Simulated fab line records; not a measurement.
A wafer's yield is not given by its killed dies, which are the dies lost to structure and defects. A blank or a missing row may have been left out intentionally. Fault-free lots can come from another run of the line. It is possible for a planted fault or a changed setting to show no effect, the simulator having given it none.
A struck lot beside a sound one	flow rit cmos	28 out of 202 route steps
Sound: the wafers L640.3, L640.4, L640.6. Wafers struck: L646.1, L646.4, L646.6. Last of all comes the cause.
Order at every step that has rows: each side's tool, ch and its chambers, its first start. Under that, the readings that differ: sound wafers	struck wafers	difference of the means	sigmas: that difference in standard deviations of wafers without a fault.
alike: a reading whose means differ by less than 2 such deviations, as well as words and numbers matching on both sides. not compared: withheld readings; readings where some wafer has no value; bounds like >300 that might hide an equal value; numbers whose values overlap and for which the record gives no deviation.
A row with sigmas, a row that says differs or no value, or rows on one side alone: a step with any of these is where the two part. When numbers do not overlap yet have no deviation, they are printed without sigmas and do not part them. Lack of a reading on every wafer of one side parts them only where that side has two or more wafers.

RIT_SDANNEAL_RTA_03: time 5 s.
  sound on rtp anneal-01 ch 0, day 4 18:11; struck on rtp anneal-01 ch 0, day 6 00:25
  alike: chamber o2 ppm, wafer_temp_C_max
RIT_SDANNEAL_RS_MEAS_04: the measuring method here is four-point-probe.
  sound: film metro-04 at day 4 18:16; struck: film metro-02 at day 6 00:28
  alike: PSD_RS
RIT_SDANNEAL_RS_MEAS_05: the measuring method here is four-point-probe.
  sound: film metro-04 at day 4 18:23; struck: film metro-02 at day 6 00:35
  alike: NSD_RS
RIT_SDANNEAL_RS_MEAS_06: the measuring method here is four-point-probe.
  sound: film metro-04 at day 4 18:30; struck: film metro-02 at day 6 00:43
  alike: PLDD_RS
RIT_SDANNEAL_RS_MEAS_07: the measuring method here is four-point-probe.
  sound: film metro-04 at day 4 18:37; struck: film metro-02 at day 6 00:50
  alike: NLDD_RS
then, 1 step without rows for these wafers: RIT_SILICIDE_WET_ETCH_00 (etches SiO2 in BOE, target depth 14 nm, time 15 s).
RIT_SILICIDE_SPUTTER_01: material Ti, target thk 30 nm, time 240 s.
  sound: pvd sputter-04 at day 4 18:43; struck: pvd sputter-04 at day 6 00:58
  alike: throttle valve pct
RIT_SILICIDE_RS_MEAS_02: the measuring method here is four-point-probe.
  sound: film metro-01 at day 4 18:54; struck: film metro-01 at day 6 01:07
  alike: SILICIDE_TI_RS
RIT_SILICIDE_THK_MEAS_03: measures by xrf.
  sound: film metro-01 at day 4 19:00; struck: film metro-01 at day 6 01:14
  alike: SILICIDE_TI_THK
RIT_SILICIDE_RTA_04: time 10 s, ramp up 5 s, ramp down 5 s.
  sound on rtp anneal-02 ch 0, day 4 19:04; struck on rtp anneal-02 ch 0, day 6 01:17
  alike: chamber o2 ppm, wafer_temp_C_max
then, 1 step without rows for these wafers: RIT_SILICIDE_WET_ETCH_05 (etches Ti in SPM, time 120 s).
RIT_SILICIDE_RTA_06: time 10 s, ramp up 5 s, ramp down 10 s.
  sound on rtp anneal-01 ch 0, day 4 19:10; struck on rtp anneal-01 ch 0, day 6 01:24
  alike: chamber o2 ppm, wafer_temp_C_max
RIT_CONTACT_CVD_00: deposits SiO2 from TEOS, target thk 400 nm, time 61 s.
  sound on pecvd-04 ch 1,2, day 4 19:13; struck on pecvd-04 ch 0,2, day 6 01:41
  alike: heater power w
RIT_CONTACT_THK_MEAS_01:
  sound: film metro-01 at day 4 19:17; struck: film metro-02 at day 6 01:44
reading	sound	struck	difference	sigmas
CONTACT_TEOS_THK (nm)	397 395 394	782 800 785	+394	+53
then, 6 steps without rows for these wafers: RIT_CONTACT_HMDS_02 (prime time 60 s); RIT_CONTACT_COAT_03 (resist thk 1000 nm); RIT_CONTACT_SOFTBAKE_04 (time 60 s); RIT_CONTACT_EXPOSE_05 (exposes mask M11, target cd 1000 nm); RIT_CONTACT_PEB_06; RIT_CONTACT_DEVELOP_07 (develop time 120 s).
RIT_CONTACT_CD_MEAS_08: target cd 1000 nm.
  sound: cd sem-01 at day 4 20:31; struck: cd sem-01 at day 6 02:46
  alike: cd nm
RIT_CONTACT_OVL_MEAS_09:
  sound: overlay-02 at day 4 20:37; struck: overlay-02 at day 6 02:53
  alike: CONTACT_OVL
then, 1 step without rows for these wafers: RIT_CONTACT_HARDBAKE_10 (time 60 s).
RIT_CONTACT_ETCH_11: etches SiO2 in CHF3/CF4/Ar, stops on TiSi2, target depth 480 nm, time 320 s.
  sound on rie diel-04 ch 2,3, day 4 20:47; struck on rie diel-03 ch 0,1,2, day 6 03:04
reading	sound	struck	difference	sigmas
model.CONTACT.feature depth nm (nm)	396.9 394.7 394	490.2 485.1 471.3	+87.0	
model.etch.depth nm (nm)	396.9 394.7 394	490.2 485.1 471.3	+87.0	
  alike: drypump motor current A, oes product au, throttle valve pct
  not compared: rf hours counter h
RIT_CONTACT_STRIP_12: strips in O2, time 180 s.
  sound on plasma asher-03 ch 0,1, day 4 21:02; struck on plasma asher-03 ch 0,1, day 6 03:16
  alike: drypump motor current A
  not compared: rf hours counter h
RIT_CONTACT_CD_MEAS_90: target cd 1000 nm.
  sound: cd sem-01 at day 4 21:11; struck: cd sem-02 at day 6 03:26
  alike: cd nm
RIT_CONTACT_CLEAN_13: cleans in SC1, time 600 s.
  sound on wet bench-04 ch 1, day 4 21:16; struck on wet bench-02 ch 1, day 6 03:34
reading	sound	struck	difference	sigmas
model.SiO2_of_CONTACT_CVD_00.thk nm (nm)	392.8 390.6 389.9	777.9 795.7 779.9	+393.4	
then, 1 step without rows for these wafers: RIT_CONTACT_CLEAN_14 (cleans in SC2, time 600 s).

## WHERE THEY PART
Only at RIT_CONTACT_THK_MEAS_01, as far as this record shows. Later steps at which nothing parts them and some readings are alike: RIT_CONTACT_CD_MEAS_08, RIT_CONTACT_OVL_MEAS_09, RIT_CONTACT_ETCH_11, RIT_CONTACT_STRIP_12, RIT_CONTACT_CD_MEAS_90.

WHY: what had been put in by the simulator
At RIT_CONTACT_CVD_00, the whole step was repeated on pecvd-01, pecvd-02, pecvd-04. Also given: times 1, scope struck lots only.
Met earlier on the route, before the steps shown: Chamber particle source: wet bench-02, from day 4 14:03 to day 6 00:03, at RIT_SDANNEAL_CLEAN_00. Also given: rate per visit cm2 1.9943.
